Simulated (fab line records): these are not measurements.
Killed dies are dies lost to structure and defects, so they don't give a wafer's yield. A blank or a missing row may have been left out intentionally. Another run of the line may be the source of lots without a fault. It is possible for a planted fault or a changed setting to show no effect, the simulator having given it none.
2 desks looking at one fault | flow berkeley_cmos170 | only its own numbers are on each desk; what lay behind them is given at the end

== THE METROLOGY DESK ==
What the gauges read, lot by lot, whatever tool the lot ran on: means of the sampled wafers that have a number. Any lot whose mean is over 4 standard deviations away from the usual mean is out of limits and marked OUT; that distance is given in the brackets.
Columns: A = cd_nm at UCB170_NSD_CD_MEAS_06, usual 1199.8 nm; B = M2_AL_THK at UCB170_M2_THK_MEAS_03, usual 889 nm
lot  | first seen here | A      | B
L556 | day 6 22:25     | 1199.3 | 896
L557 | day 6 22:58     | 1196.9 | 909
L558 | day 7 14:20     | 1200.8 | 886
L560 | day 7 22:25     | 1199.6 | 892
L564 | day 7 23:47     | 1201.0 | 895
L563 | day 7 23:53     | 1201.5 | 906
L566 | day 9 00:43     | 1197.8 | 886
L565 | day 9 01:06     | 1198.2 | 896
L567 | day 9 01:22     | 1199.4 | 877
L570 | day 9 07:46     | 1198.8 | 886
L568 | day 9 08:03     | 1201.4 | 900
L573 | day 10 03:05    | 1197.9 | 873
L579 | day 11 15:22    | 1200.8 | 883
L578 | day 12 05:16    | 1200.3 | 882
Result from this desk: across the 14 lots, nothing is out of limits.

== TOOL OWNER'S DESK, litho_track-04 ==
The tool's own readings at UCB170_M3_COAT_10 (resist thk 900 nm): means of the sampled wafers that have a number, for each lot that ran on this tool. Any lot whose mean is over 4 standard deviations away from the usual mean is out of limits and marked OUT; that distance is given in the brackets.
Columns: A = spin_speed_rpm at UCB170_M3_COAT_10, usual 1500.1 rpm
lot  | first seen here | A
L558 | day 8 18:00     | 1499.8
L563 | day 9 01:00     | 1384.2 (-99 or more) OUT
L560 | day 9 02:00     | 1383.9 (-99 or more) OUT
Finding of this desk: L560, L563 out of limits; the first was L563 at day 9 01:00, on spin_speed_rpm at UCB170_M3_COAT_10. L558: within limits.

== BROUGHT TOGETHER ==
The tool owner's desk had the chance to raise an alarm at day 9 01:00 on L560, L563.
The metrology desk saw nothing out of limits.
The metrology desk holds a record of L560, L563, inside its limits.
Of the lots named, all ran UCB170_M3_COAT_10 on litho_track-04.

== WHAT THE SIMULATOR PUT IN ==
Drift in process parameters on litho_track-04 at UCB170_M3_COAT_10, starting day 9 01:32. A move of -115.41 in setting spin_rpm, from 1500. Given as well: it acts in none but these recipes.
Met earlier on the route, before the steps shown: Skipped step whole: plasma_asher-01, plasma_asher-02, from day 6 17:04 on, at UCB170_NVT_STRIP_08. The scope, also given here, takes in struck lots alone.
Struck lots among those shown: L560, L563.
